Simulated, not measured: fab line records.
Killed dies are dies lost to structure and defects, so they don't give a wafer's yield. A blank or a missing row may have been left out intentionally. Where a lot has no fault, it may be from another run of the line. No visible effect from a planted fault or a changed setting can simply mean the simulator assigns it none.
Struck lot and sound lot, side by side	flow berkeley_cmos170	24 steps out of a route of 331
Sound: wafers L262.2, L262.5, L262.6. Wafers struck: L267.1, L267.2, L267.6. At the end, the cause is stated.
Per side, at each step with rows, come the tool, then ch with its chambers, and then its first start. Under that, the readings that differ: sound wafers	struck wafers	difference of the means	sigmas: that difference in standard deviations of wafers without a fault.
alike: same words and numbers on both sides, and readings whose means sit less than 2 such deviations apart. not compared: any withheld reading, any reading some wafer has no value for, any bound like >300 that may hide the same value, and any number with overlapping values for which the record gives no deviation.
Wherever a step has rows on one side only, a row that says differs or no value, or a row with sigmas, the two part there. Numbers that don't overlap but have no deviation are shown without sigmas and don't part them. A reading that every wafer of one side lacks parts them only if that side has two wafers or more.

UCB170_NWELL_ETCH_13: etches Si3N4 in CH3F/Ar/O2, stops on SiO2, target depth 246.4 nm, time 154 s.
  sound on rie_diel-03 ch 0,3, day 3 21:17; struck on rie_diel-04 ch 0,2,3, day 5 06:31
  alike: drypump_motor_current_A, oes_product_au, throttle_valve_pct
  not compared: rf_hours_counter_h
then, 1 step without rows for these wafers: UCB170_NWELL_IMPLANT_14.
UCB170_NWELL_STRIP_15: strips in O2.
  sound on plasma_asher-04 ch 0,1, day 3 21:33; struck on plasma_asher-02 ch 0,1, day 5 06:46
  alike: drypump_motor_current_A, oes_product_au, strip_time_to_endpoint_s
  not compared: rf_hours_counter_h
UCB170_NWELL_TW_MEAS_16:
  sound on film_metro-02 at day 3 21:40; struck on film_metro-02 at day 5 06:52
  alike: NWELL_TW
then, 6 steps without rows for these wafers: UCB170_NWELL_CLEAN_17 (cleans in SPM, time 600 s); UCB170_NWELL_WET_ETCH_18 (etches Si3N4 in H3PO4, time 14400 s); UCB170_NWELL_WET_ETCH_19 (etches SiO2 in BOE, time 22 s); UCB170_PWELL_CLEAN_00 (cleans in SPM, time 600 s); UCB170_PWELL_CLEAN_01 (cleans in dHF, time 60 s); UCB170_PWELL_OXIDATION_02 (target thk 26.4 nm, ox time 1260 s).
UCB170_PWELL_THK_MEAS_03:
  sound on film_metro-04 at day 4 06:59; struck on film_metro-03 at day 5 17:18
reading	sound	struck	difference	sigmas
PWELL_OXIDE_THK (nm)	26.3 26.5 26.5	25.1 25.4 25.4	-1.1	-2
then, 1 step without rows for these wafers: UCB170_PWELL_ANNEAL_04 (time 900 s).
UCB170_PWELL_CVD_05: deposits Si3N4 from SiH2Cl2/NH3, target thk 220 nm, time 3300 s.
  sound on lpcvd-01 ch 1, day 4 11:08; struck on lpcvd-01 ch 0, day 5 22:49
reading	sound	struck	difference	sigmas
sih2cl2_flow_sccm (sccm)	25.06 24.92 25.10	19.97 20.06 19.97	-5.03	-70
zone_power_load_pct (%)	19.1 19.4 19.1	23.7 23.8 23.7	+4.5	+3
model.Si3N4_of_PWELL_CVD_05.thk_nm (nm)	216.8 216.5 216.3	206.5 207 205.8	-10.1	
UCB170_PWELL_THK_MEAS_06:
  sound on film_metro-04 at day 4 13:06; struck on film_metro-04 at day 6 00:44
reading	sound	struck	difference	sigmas
PWELL_NITRIDE_THK (nm)	216.7 216.4 216.3	206.3 206.9 205.7	-10.2	-5
then, 6 steps without rows for these wafers: UCB170_PWELL_HMDS_07 (prime time 60 s); UCB170_PWELL_COAT_08 (resist thk 900 nm); UCB170_PWELL_SOFTBAKE_09 (time 60 s); UCB170_PWELL_EXPOSE_10 (exposes mask PWELL, target cd 3000 nm); UCB170_PWELL_PEB_11; UCB170_PWELL_DEVELOP_12 (develop time 45 s).
UCB170_PWELL_OVL_MEAS_13:
  sound on overlay-02 at day 4 14:26; struck on overlay-02 at day 6 02:01
  alike: PWELL_OVL
UCB170_PWELL_ETCH_14: etches Si3N4 in CH3F/Ar/O2, stops on SiO2, target depth 242 nm, time 151 s.
  sound on rie_diel-03 ch 0,1,3, day 4 14:28; struck on rie_diel-04 ch 1,2,3, day 6 02:03
reading	sound	struck	difference	sigmas
model.etch.depth_nm (nm)	216.8 216.5 216.3	206.5 207 205.8	-10.1	
  alike: drypump_motor_current_A, oes_product_au, throttle_valve_pct
  not compared: rf_hours_counter_h
then, 2 steps without rows for these wafers: UCB170_PWELL_IMPLANT_15; UCB170_M3_PROBE_99.

WHERE THEY PART
Last at UCB170_PWELL_THK_MEAS_06 as far as this record goes, first at UCB170_PWELL_THK_MEAS_03. Later steps at which nothing parts them and some readings are alike: UCB170_PWELL_OVL_MEAS_13, UCB170_PWELL_ETCH_14.

WHY: whatever the simulator had introduced
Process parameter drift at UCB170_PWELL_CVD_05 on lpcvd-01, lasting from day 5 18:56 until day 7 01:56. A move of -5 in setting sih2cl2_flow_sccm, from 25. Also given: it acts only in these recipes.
